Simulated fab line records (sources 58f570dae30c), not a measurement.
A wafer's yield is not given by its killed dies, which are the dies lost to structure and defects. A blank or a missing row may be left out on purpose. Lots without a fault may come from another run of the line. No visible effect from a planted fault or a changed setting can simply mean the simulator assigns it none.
Which of the tools did it? | flow berkeley-cmos170 | at 1 step of a route of 331, 14 lots with 42 wafers sampled

WHAT THE GAUGES READ, wafer by wafer
The record holds no reading of a measuring or inspecting step that can be judged against a usual standard deviation.

WHICH TOOL RAN EACH LOT (tool, then ch and the chambers of the sampled wafers, then the start)
lot  | UCB170_NSD_SOFTBAKE_02
L614 | litho-track-04 ch 0, day 7 03:02
L613 | litho-track-01 ch 0, day 7 03:13
L612 | litho-track-03 ch 0, day 7 03:25
L615 | litho-track-03 ch 0, day 7 06:38
L616 | litho-track-01 ch 0, day 7 18:47
L617 | litho-track-04 ch 0, day 7 18:47
L621 | litho-track-03 ch 0, day 8 19:31
L622 | litho-track-03 ch 0, day 8 19:56
L625 | litho-track-04 ch 0, day 9 12:25
L629 | litho-track-04 ch 0, day 9 22:51
L631 | litho-track-04 ch 0, day 10 02:53
L630 | litho-track-01 ch 0, day 10 05:55
L633 | litho-track-04 ch 0, day 10 22:52
L634 | litho-track-04 ch 0, day 11 05:10
- UCB170_NSD_SOFTBAKE_02: time 60 s.

AS READ BY THE TOOLS THEMSELVES (means over the sampled wafers that have a number; for cases with no such wafer, the mark the record gives instead)
UCB170_NSD_SOFTBAKE_02.
lot  | tool           | chill-plate-temp-C (C) | run-length-s (s)
L614 | litho-track-04 | 22.99                  | 89.28
L613 | litho-track-01 | 23.01                  | 89.18
L612 | litho-track-03 | 23.07                  | 89.38
L615 | litho-track-03 | 22.92                  | 89.52
L616 | litho-track-01 | 22.97                  | 89.17
L617 | litho-track-04 | 22.97                  | 89.23
L621 | litho-track-03 | 23.14                  | 91.40
L622 | litho-track-03 | 23.06                  | 91.29
L625 | litho-track-04 | 22.93                  | 89.22
L629 | litho-track-04 | 23.20                  | 89.17
L631 | litho-track-04 | 23.21                  | 89.11
L630 | litho-track-01 | 23.05                  | 89.15
L633 | litho-track-04 | 22.99                  | 89.06
L634 | litho-track-04 | 23.08                  | 89.18

THE ANSWER, worked out from the rows above alone
Rule: the usual values come from the lots themselves. Put in order of their means at a reading, lots are off if they are a third of the lots or fewer, leave a main group of 4 or more, and stand apart from it by a gap of 3 or more times the standard deviation of the main group's means; of several such gaps the widest counts. A main group whose means are all the same, to the digits that the tables above print for the reading, isn't used. A lot without any number at a reading at which 4 lots or more have one is off too. Any other lot the step has rows for is counted as sound. After the gauges, taken in route order, come the tools' own readings; for these a lot's mean is taken, as printed above. At the first step where some lot is off, the reading lying furthest off is the one used; lots without a number count as furthest.
Off at UCB170_NSD_SOFTBAKE_02 (run-length-s): L621, L622. For the main group the mean is 89.22 s and the standard deviation 0.12.
A tool fits if, at that step or a process step before it, it ran every lot that is off, and no sound lot after the first of them. One fits: UCB170_NSD_SOFTBAKE_02 on litho-track-03. Its last sound lot is L615 (day 7 06:38), its first lot that is off L621 (day 8 19:31): a fault that began between those two fits.
The tool's own readings at UCB170_NSD_SOFTBAKE_02 bear it out: on the lots that are off they differ by more than 5 times the standard deviation of the sound lots' means. run-length-s reads 91.34 s there against 89.22 s on the sound lots.

WHAT THE SIMULATOR HAD INSERTED
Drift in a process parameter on litho-track-03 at UCB170_NSD_SOFTBAKE_02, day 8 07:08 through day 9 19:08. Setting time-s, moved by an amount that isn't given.
Struck lots among those shown: L621, L622. The rule above reached the same finding.
